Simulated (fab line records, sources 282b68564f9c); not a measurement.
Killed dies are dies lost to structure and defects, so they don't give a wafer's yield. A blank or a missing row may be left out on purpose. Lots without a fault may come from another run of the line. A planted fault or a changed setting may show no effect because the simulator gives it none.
fab line records | flow rit_cmos
record lots=13 wafers=39 last_day=7
route steps=202 shown NSD@140 PSD@157 SILICIDE@162 M1@202
lots that met no fault: from a run of the same line without faults
start_h: hours from the record's first day to the start of the lot's first wafer shown | wait_h: hours since the lot's step before | " the same as in the row above | L1.1+2: a row that stands for several wafers | - no value, or no start given | * or withheld: withheld | < > ~ a bound
route shown NAME@n: a module of which the file shows steps, and the number in the route of the first | usual: mean/standard deviation of fault-free wafers | same: alike in all rows | chamber/n: place in a boat | sites: the reading at each site | _std_site: their standard deviation | _edge_site: outer sites' mean less inner sites' | radius_mm: how far each site lies from the wafer's centre | mask NAME#n: copy n | behind: the tool/chamber that last shaped the wafer | hold: why the lot was held/for how many hours/how that ended | device: the transistor (n, p or np) that didn't switch | end of line: the same wafers' tests at the end of the route | a step without rows: its recipe alone | killed: dies lost to structure and defects at the first sort, not the wafer's yield | map: a wafer's dies, x killed, . not, _ none there
set.NAME: the setting as run; set.NAME@STEP: as run at that earlier step | model.NAME: the simulator's own value behind a step, which no gauge read
steps of the route over a sample of lots; a table a step, a row a wafer
services: from which hour (start_h, from the record's first day; less than 0 if before it) a tool's chamber was out of use, for how many hours, and why
## steps
# step RIT_NSD_STRIP_09
# recipe chemistry=O2 time_s=180 resist=NOVOLAK platen_temp_c=withheld power_w=500 pressure_mtorr=4000 o2_flow_sccm=4000
# usual drypump_motor_current_A=5.5/0.39
# columns lot.wafer tool chamber start_h wait_h drypump_motor_current_A rf_hours_counter_h
L683.2 plasma_asher-04 0 54.93 0.1 4.9 27
L683.4 " 1 " " 5.6 -
L683.6 " 0 " " 4.9 -
L684.1 plasma_asher-01 1 63.33 0.1 6.2 41
L684.2 " 0 " " 5.4 41
L684.4 " 1 " " 6.2 -
L685.3 plasma_asher-02 1 64.91 0.1 5.7 -
L685.4 " 0 " " 5.3 -
L685.5 " 0 " " 5.3 -
L687.4 plasma_asher-04 0 73.55 0.1 4.9 -
L687.5 " 0 " " 4.9 -
L687.6 " 1 " " 5.5 -
L688.1 plasma_asher-01 1 78.06 0.1 6.2 43
L688.4 " 0 " " 5.4 -
L688.5 " 1 " " 6.2 -
L690.1 plasma_asher-04 0 88.05 0.1 4.9 30
L690.4 " 1 " " 5.5 -
L690.5 " 0 " " 4.9 -
L693.1 plasma_asher-02 1 101.98 0.1 5.7 45
L693.5 " 0 " " 5.3 -
L693.6 " 1 " " 5.7 -
L694.2 plasma_asher-02 0 106.73 0.1 5.3 46
L694.3 " 0 " " 5.3 -
L694.6 " 0 " " 5.3 -
L697.2 plasma_asher-04 1 123.25 0.1 5.5 34
L697.5 " 1 " " 5.5 -
L697.6 " 0 " " 4.9 -
L698.2 plasma_asher-02 1 128.51 0.1 5.7 1
L698.5 " 1 " " 5.7 -
L698.6 " 0 " " 5.3 -
L701.2 plasma_asher-04 0 142.75 0.1 4.9 36
L701.3 " 1 " " 5.5 -
L701.4 " 0 " " 4.9 -
L704.2 plasma_asher-02 1 158.30 0.1 5.7 5
L704.3 " 1 " " 5.7 -
L704.6 " 0 " " 5.3 -
L705.1 plasma_asher-02 1 161.49 0.1 5.7 5
L705.2 " 0 " " 5.3 5
L705.5 " 0 " " 5.3 -
# step RIT_SDANNEAL_RS_MEAS_04
# recipe thk_meas_gauge=four-point-probe
# usual PSD_RS=116.0/0.35
# columns lot.wafer tool chamber start_h wait_h PSD_RS[ohm/sq]
L683.2 film_metro-02 - 57.05 0.1 116.3
L683.4 " - " " 116.4
L683.6 " - " " 116.0
L684.1 film_metro-02 - 65.43 0.0 116.5
L684.2 " - " " 116.6
L684.4 " - " " 116.3
L685.3 film_metro-04 - 67.10 0.1 116.5
L685.4 " - " " 116.5
L685.5 " - " " 116.2
L687.4 film_metro-04 - 75.76 0.1 116.4
L687.5 " - " " 116.4
L687.6 " - " " 116.6
L688.1 film_metro-02 - 80.28 0.0 115.4
L688.4 " - " " 115.5
L688.5 " - " " 115.3
L690.1 film_metro-03 - 90.14 0.0 116.2
L690.4 " - " " 115.9
L690.5 " - " " 116.0
L693.1 film_metro-04 - 104.19 0.0 116.0
L693.5 " - " " 116.0
L693.6 " - " " 116.1
L694.2 film_metro-03 - 108.83 0.1 115.4
L694.3 " - " " 115.4
L694.6 " - " " 115.5
L697.2 film_metro-03 - 125.55 0.1 116.1
L697.5 " - " " 116.1
L697.6 " - " " 116.2
L698.2 film_metro-03 - 130.63 0.1 115.5
L698.5 " - " " 116.1
L698.6 " - " " 115.6
L701.2 film_metro-03 - 145.13 0.1 116.0
L701.3 " - " " 116.7
L701.4 " - " " 116.3
L704.2 film_metro-02 - 160.41 0.1 116.0
L704.3 " - " " 116.2
L704.6 " - " " 116.0
L705.1 film_metro-03 - 163.61 0.0 115.9
L705.2 " - " " 115.9
L705.5 " - " " 116.0
# step RIT_SILICIDE_SPUTTER_01
# recipe material=Ti target_thk_nm=30 power_w=350 chamber_pressure_pa=0.6962 gas=Ar time_s=240 substrate_temp_c=25
# usual throttle_valve_pct=30.0/0.74
# columns lot.wafer tool chamber start_h wait_h throttle_valve_pct
L683.2 pvd_sputter-03 - 57.52 0.0 30.1
L683.4 " - " " 28.0
L683.6 " - " " 28.0
L684.1 pvd_sputter-04 - 65.92 0.0 31.1
L684.2 " - " " 29.9
L684.4 " - " " 29.9
L685.3 pvd_sputter-03 - 67.55 0.0 29.6
L685.4 " - " " 29.5
L685.5 " - " " 29.8
L687.4 pvd_sputter-03 - 76.20 0.0 28.1
L687.5 " - " " 28.3
L687.6 " - " " 30.1
L688.1 pvd_sputter-04 - 80.77 0.0 29.5
L688.4 " - " " 31.1
L688.5 " - " " 29.8
L690.1 pvd_sputter-04 - 90.63 0.0 30.0
L690.4 " - " " 30.1
L690.5 " - " " 29.8
L693.1 pvd_sputter-02 - 104.68 0.0 30.9
L693.5 " - " " 29.8
L693.6 " - " " 30.5
L694.2 pvd_sputter-04 - 109.30 0.0 29.5
L694.3 " - " " 31.2
L694.6 " - " " 31.0
L697.2 pvd_sputter-02 - 126.02 0.0 30.7
L697.5 " - " " 30.9
L697.6 " - " " 28.9
L698.2 pvd_sputter-04 - 131.10 0.0 29.7
L698.5 " - " " 29.4
L698.6 " - " " 30.9
L701.2 pvd_sputter-02 - 145.60 0.0 29.1
L701.3 " - " " 30.7
L701.4 " - " " 29.5
L704.2 pvd_sputter-03 - 160.88 0.0 29.8
L704.3 " - " " 30.3
L704.6 " - " " 29.4
L705.1 pvd_sputter-04 - 164.10 0.0 29.5
L705.2 " - " " 29.8
L705.5 " - " " 29.6
# step RIT_SILICIDE_RS_MEAS_02
# recipe thk_meas_gauge=four-point-probe reads=Ti_of_SILICIDE_SPUTTER_01
# usual SILICIDE_TI_RS=52.6/0.74
# columns lot.wafer tool chamber start_h wait_h SILICIDE_TI_RS[ohm/sq]
L683.2 film_metro-01 - 57.69 0.1 51.6
L683.4 " - " " 52.7
L683.6 " - " " 52.4
L684.1 film_metro-03 - 66.07 0.1 53.4
L684.2 " - " " 53.7
L684.4 " - " " 53.3
L685.3 film_metro-01 - 67.74 0.1 51.2
L685.4 " - " " 51.2
L685.5 " - " " 50.7
L687.4 film_metro-04 - 76.41 0.1 51.6
L687.5 " - " " 51.9
L687.6 " - " " 51.5
L688.1 film_metro-01 - 80.92 0.1 51.6
L688.4 " - " " 51.7
L688.5 " - " " 52.3
L690.1 film_metro-01 - 90.78 0.1 53.7
L690.4 " - " " 53.6
L690.5 " - " " 53.4
L693.1 film_metro-01 - 104.83 0.1 53.2
L693.5 " - " " 53.0
L693.6 " - " " 53.4
L694.2 film_metro-04 - 109.47 0.1 53.4
L694.3 " - " " 53.2
L694.6 " - " " 53.9
L697.2 film_metro-04 - 126.19 0.1 52.0
L697.5 " - " " 52.1
L697.6 " - " " 51.7
L698.2 film_metro-04 - 131.27 0.1 52.2
L698.5 " - " " 51.9
L698.6 " - " " 51.9
L701.2 film_metro-01 - 145.77 0.1 35.3
L701.3 " - " " 52.1
L701.4 " - " " 52.4
L704.2 film_metro-01 - 161.05 0.1 52.9
L704.3 " - " " 52.9
L704.6 " - " " 52.7
L705.1 film_metro-03 - 164.25 0.1 52.9
L705.2 " - " " 53.4
L705.5 " - " " 53.4
# step RIT_SILICIDE_THK_MEAS_03
# recipe thk_meas_gauge=xrf reads=Ti_of_SILICIDE_SPUTTER_01
# usual SILICIDE_TI_THK=29.1/0.32
# columns lot.wafer tool chamber start_h wait_h SILICIDE_TI_THK[nm]
L683.2 film_metro-01 - 57.80 0.1 29.5
L683.4 " - " " 29.2
L683.6 " - " " 29.2
L684.1 film_metro-03 - 66.19 0.1 28.9
L684.2 " - " " 28.8
L684.4 " - " " 28.9
L685.3 film_metro-01 - 67.84 0.1 29.8
L685.4 " - " " 29.8
L685.5 " - " " 30.1
L687.4 film_metro-04 - 76.50 0.1 29.4
L687.5 " - " " 29.5
L687.6 " - " " 29.5
L688.1 film_metro-01 - 81.04 0.1 29.5
L688.4 " - " " 29.4
L688.5 " - " " 29.3
L690.1 film_metro-01 - 90.90 0.1 28.6
L690.4 " - " " 28.7
L690.5 " - " " 28.8
L693.1 film_metro-01 - 104.95 0.1 28.8
L693.5 " - " " 28.8
L693.6 " - " " 28.6
L694.2 film_metro-04 - 109.58 0.1 29.0
L694.3 " - " " 29.2
L694.6 " - " " 28.6
L697.2 film_metro-04 - 126.30 0.1 29.2
L697.5 " - " " 29.4
L697.6 " - " " 29.7
L698.2 film_metro-04 - 131.38 0.1 29.4
L698.5 " - " " 29.5
L698.6 " - " " 29.4
L701.2 film_metro-01 - 145.88 0.1 39.9
L701.3 " - " " 29.2
L701.4 " - " " 29.1
L704.2 film_metro-01 - 161.16 0.1 28.9
L704.3 " - " " 28.9
L704.6 " - " " 29.1
L705.1 film_metro-03 - 170.65 6.4 28.9
L705.2 " - " " 28.8
L705.5 " - " " 28.7
# step RIT_SILICIDE_RTA_04
# recipe temp_c=650 time_s=10 idle_temp_c=25 ramp_up_s=5 ramp_down_s=5 cool_to_c=25 ambient=N2
# usual wafer_temp_C_max=652.3/0.62
# columns lot.wafer tool chamber start_h wait_h wafer_temp_C_max
L683.2 rtp_anneal-02 0 57.88 0.1 653.5
L683.4 " 0 " " 653.2
L683.6 " 0 " " 653.1
L684.1 rtp_anneal-01 0 66.25 0.1 652.6
L684.2 " 0 " " 651.9
L684.4 " 0 " " 652.0
L685.3 rtp_anneal-02 0 67.90 0.1 652.5
L685.4 " 0 " " 652.6
L685.5 " 0 " " 652.2
L687.4 rtp_anneal-02 0 76.56 0.1 652.6
L687.5 " 0 " " 652.6
L687.6 " 0 " " 652.3
L688.1 rtp_anneal-01 0 81.10 0.1 653.5
L688.4 " 0 " " 652.7
L688.5 " 0 " " 652.4
L690.1 rtp_anneal-01 0 90.96 0.1 652.2
L690.4 " 0 " " 651.7
L690.5 " 0 " " 652.1
L693.1 rtp_anneal-02 0 105.01 0.1 652.9
L693.5 " 0 " " 652.9
L693.6 " 0 " " 652.2
L694.2 rtp_anneal-01 0 109.64 0.1 651.3
L694.3 " 0 " " 651.7
L694.6 " 0 " " 651.7
L697.2 rtp_anneal-02 0 126.36 0.1 652.3
L697.5 " 0 " " 652.4
L697.6 " 0 " " 652.4
L698.2 rtp_anneal-01 0 131.44 0.1 651.9
L698.5 " 0 " " 652.1
L698.6 " 0 " " 651.9
L701.2 rtp_anneal-02 0 145.94 0.1 652.4
L701.3 " 0 " " 653.0
L701.4 " 0 " " 652.9
L704.2 rtp_anneal-01 0 161.22 0.1 652.4
L704.3 " 0 " " 653.0
L704.6 " 0 " " 652.1
L705.1 rtp_anneal-01 0 170.71 0.1 653.0
L705.2 " 0 " " 652.5
L705.5 " 0 " " 652.2
# step RIT_M1_PROBE_99
# usual killed_at_M0_to_M3=0.0/0.083 killed_at_contacts=0.1/0.24 killed_at_front_end=7.1/2.8 killed_dies=7.2/2.8 killed_open=3.6/2.1 killed_short=3.6/1.9
# same gross_dies=264 killed_at_M4_up=0 killed_at_back_side=0 killed_at_other=0
# columns lot.wafer tool chamber start_h wait_h killed_at_M0_to_M3 killed_at_contacts killed_at_front_end killed_dies killed_open killed_short
L694.2 prober-02 - 116.32 0.1 0 0 4 4 0 4
L694.3 prober-02 - 116.37 0.2 0 0 6 6 5 1
L694.6 prober-02 - 116.52 0.2 0 0 4 4 2 2
L697.2 prober-01 - 133.14 0.1 0 0 8 8 1 7
L697.5 prober-01 - 133.29 0.2 0 0 6 6 4 2
L697.6 prober-01 - 133.34 0.2 0 0 5 5 3 2
L704.2 prober-02 - 167.96 0.1 0 0 10 10 7 3
L704.3 prober-02 - 168.01 0.2 0 0 3 3 1 2
L704.6 prober-02 - 168.16 0.2 0 0 7 7 5 2
# killed by level:class
L694.2 GATE:geometric_particle:short=2 SPACER:geometric_particle:short=1 SILICIDE:geometric_particle:short=1
L694.3 GATE:geometric_particle:open=2 SILICIDE:geometric_particle:open=2 FOX2:geometric_particle:open=1 SILICIDE:geometric_particle:short=1
L694.6 FOX1:geometric_particle:open=1 FOX2:geometric_particle:open=1 GATE:geometric_particle:short=1 SILICIDE:geometric_particle:short=1
L697.2 GATE:geometric_particle:short=3 SPACER:geometric_particle:short=3 GATE:geometric_particle:open=1 REOX:geometric_particle:short=1
L697.5 FOX1:geometric_particle:open=1 FOX1:geometric_particle:short=1 FOX2:geometric_particle:short=1 GATE:geometric_particle:open=1 REOX:geometric_particle:open=1 SPACER:geometric_particle:open=1
L697.6 SPACER:geometric_particle:open=2 GATE:geometric_particle:open=1 GATE:geometric_particle:short=1 REOX:geometric_particle:short=1
L704.2 GATE:geometric_particle:open=4 GATE:geometric_particle:short=2 FOX1:geometric_particle:open=1 REOX:geometric_particle:short=1 SPACER:geometric_particle:open=1 SILICIDE:geometric_particle:open=1
L704.3 FOX1:geometric_particle:short=1 FOX1:geometric_particle:open=1 REOX:geometric_particle:short=1
L704.6 GATE:geometric_particle:open=2 FOX1:geometric_particle:open=1 FOX2:geometric_particle:open=1 GATE:geometric_particle:short=1 REOX:geometric_particle:short=1 SILICIDE:geometric_particle:open=1
## services
# columns tool chamber start_h hours kind
plasma_asher-04 - 38.69 1.9 repair
pvd_sputter-04 - 53.22 0.9 repair
plasma_asher-04 - 55.52 12.9 repair
plasma_asher-01 - 61.46 1.8 repair
plasma_asher-02 - 108.75 9.0 pm
plasma_asher-02 0 108.75 9.0 vent_cycle
plasma_asher-02 1 108.75 9.0 vent_cycle
plasma_asher-02 0 117.75 - clean
plasma_asher-02 1 117.75 - clean
plasma_asher-01 - 128.92 8.7 repair
pvd_sputter-02 - 147.96 16.7 repair
## key
first_sign step=RIT_SILICIDE_RS_MEAS_02 reading=SILICIDE_TI_RS direction=down sigmas=23 usual=52.6 struck=35.3
effect step=RIT_SILICIDE_THK_MEAS_03 reading=SILICIDE_TI_THK direction=up sigmas=33 usual=29.1 struck=39.9
met_at RIT_SILICIDE_SPUTTER_01
struck_lots L701
struck_wafers L701.2
tester_left_out L701
not_acting_at RIT_NSD_STRIP_09,RIT_SDANNEAL_RS_MEAS_04,RIT_SILICIDE_RTA_04
onset_between 126.02 145.60
fault kind=process_parameter_drift tool=pvd_sputter-02 chamber=- onset_h=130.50 steps=RIT_SILICIDE_SPUTTER_01 channel=target_thk_nm offset=11.239 shape=step end_h=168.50 acts_in=these_recipes_only stated=30 scope=struck_wafers_only
# tester_left_out: of these lots the tester's yield and bins aren't shown, on N5 and GAA mostly nor the transistor test; their killed dies are dies lost to structure and defects alone, not to doping, threshold or leakage, so they don't give the yield
